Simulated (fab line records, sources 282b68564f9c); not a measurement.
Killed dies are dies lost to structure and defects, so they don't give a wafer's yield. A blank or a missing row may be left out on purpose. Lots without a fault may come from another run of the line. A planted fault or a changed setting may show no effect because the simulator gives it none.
Split-lot experiment | flow rit_cmos | 5 lots, 23 wafers read, on a route of 202 steps

THE SPLIT
At RIT_PSD_IMPLANT_08, the setting energy_kev was moved away from the recipe's 27 on 8 of the 23 wafers read, by +3.9% to +5.4%. The other wafers ran this setting at the recipe's value.

FROM THE SPLIT TO THE READING: what the file shows between them, 6 steps
- RIT_PSD_STRIP_09: strips in O2, time 180 s
- RIT_PSD_TW_MEAS_10
- RIT_SDANNEAL_CLEAN_00: cleans in SC1, time 600 s
- RIT_SDANNEAL_CLEAN_01: cleans in dHF, time 30 s
- RIT_SDANNEAL_CLEAN_02: cleans in SC2, time 600 s
- RIT_SDANNEAL_RTA_03: time 5 s

THE READING
PSD_RS, in ohm/sq, at RIT_SDANNEAL_RS_MEAS_04 (measures by four-point-probe). Fault-free wafers of this fab line usually give 115.9 ohm/sq, standard deviation 0.31 ohm/sq.

wafer  | tool, chamber at the split | energy_kev as run | against the recipe | PSD_RS, ohm/sq | against lot-mates on the recipe
L075.1 | implanter-02, 0            | 28.47             | +5.4%              | 112.9          | -3.5
L075.2 | implanter-02, 0            | 27                | recipe             | 116.5          | -
L075.3 | implanter-02, 0            | 27                | recipe             | 116.3          | -
L075.4 | implanter-02, 0            | 28.47             | +5.4%              | 112.9          | -3.5
L075.6 | implanter-02, 0            | 28.47             | +5.4%              | 113.2          | -3.2
L079.1 | implanter-02, 0            | 28.05             | +3.9%              | 114.1          | -1.8
L079.2 | implanter-02, 0            | 28.05             | +3.9%              | 113.8          | -2.0
L079.3 | implanter-02, 0            | 28.05             | +3.9%              | 114.0          | -1.8
L079.4 | implanter-02, 0            | 27                | recipe             | 115.5          | -
L079.5 | implanter-02, 0            | 27                | recipe             | 116.2          | -
L080.1 | implanter-04, 0            | 27                | recipe             | 115.5          | -
L080.3 | implanter-04, 0            | 27                | recipe             | 116.0          | -
L080.4 | implanter-04, 0            | 27                | recipe             | 115.5          | -
L081.1 | implanter-02, 0            | 27                | recipe             | 115.1          | -
L081.2 | implanter-02, 0            | 28.16             | +4.3%              | 112.7          | -2.6
L081.3 | implanter-02, 0            | 27                | recipe             | 115.1          | -
L081.4 | implanter-02, 0            | 27                | recipe             | 115.8          | -
L081.5 | implanter-02, 0            | 28.16             | +4.3%              | 112.9          | -2.4
L085.1 | implanter-02, 0            | 27                | recipe             | 115.6          | -
L085.2 | implanter-02, 0            | 27                | recipe             | 116.0          | -
L085.4 | implanter-02, 0            | 27                | recipe             | 115.9          | -
L085.5 | implanter-02, 0            | 27                | recipe             | 116.0          | -
L085.6 | implanter-02, 0            | 27                | recipe             | 115.9          | -

THE FIT
A straight line over all 23 wafers: PSD_RS changes by -0.541 ohm/sq for each +1% of energy_kev; r = -0.95; the points scatter about the line by 0.42 ohm/sq.
The same after taking each lot's own level away (the mean of its wafers on the recipe; 23 wafers): -0.584 ohm/sq for each +1%; r = -0.98; scatter 0.27 ohm/sq.
On that fit, the largest move of energy_kev shifts the reading by 3.2 ohm/sq.
The lots' own levels span 115.33 to 116.40 ohm/sq, that is 3.4 times the standard deviation above.
So the lot-to-lot level changes the slope little: the two slopes agree.
Check: with one of the wafers moved furthest among these (+5.4%) left out of the fit, the line predicts -3.09 ohm/sq for it against its lot-mates. It came out at -3.5 ohm/sq against them.

OTHER SPLITS ON THESE WAFERS
These wafers also went through other splits before the reading. Each is held against what the fit with the lots' levels taken away leaves over:
other split on the same wafers | wafers away from the commonest value | r with PSD_RS (lot level and that fit taken away)
RIT_PLDD_IMPLANT_08 dose_cm2   | 8                                    | -0.08
RIT_SPACER_ETCHBACK_05 time_s  | 9                                    | +0.16

THE WHOLE CHAIN: every reading that the file lists as answering this split, in the file's order
step                    | what it does                 | reading                                                         | change (the file's fit)                | r (the file's)
RIT_PSD_IMPLANT_08      |                              | implant.rp_nm (the simulator's own value, which no gauge read)  | +0.174 nm for each +1% of the setting  | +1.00
RIT_PSD_IMPLANT_08      |                              | implant.drp_nm (the simulator's own value, which no gauge read) | +0.0842 nm for each +1% of the setting | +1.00
RIT_PSD_TW_MEAS_10      |                              | PSD_TW                                                          | +7.9 for each +1% of the setting       | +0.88
RIT_SDANNEAL_RS_MEAS_04 | measures by four-point-probe | PSD_RS                                                          | -0.585 for each +1% of the setting     | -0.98

THE FILE'S OWN FIT
PSD_RS changes by -0.585 ohm/sq for each +1% of energy_kev, r = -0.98.
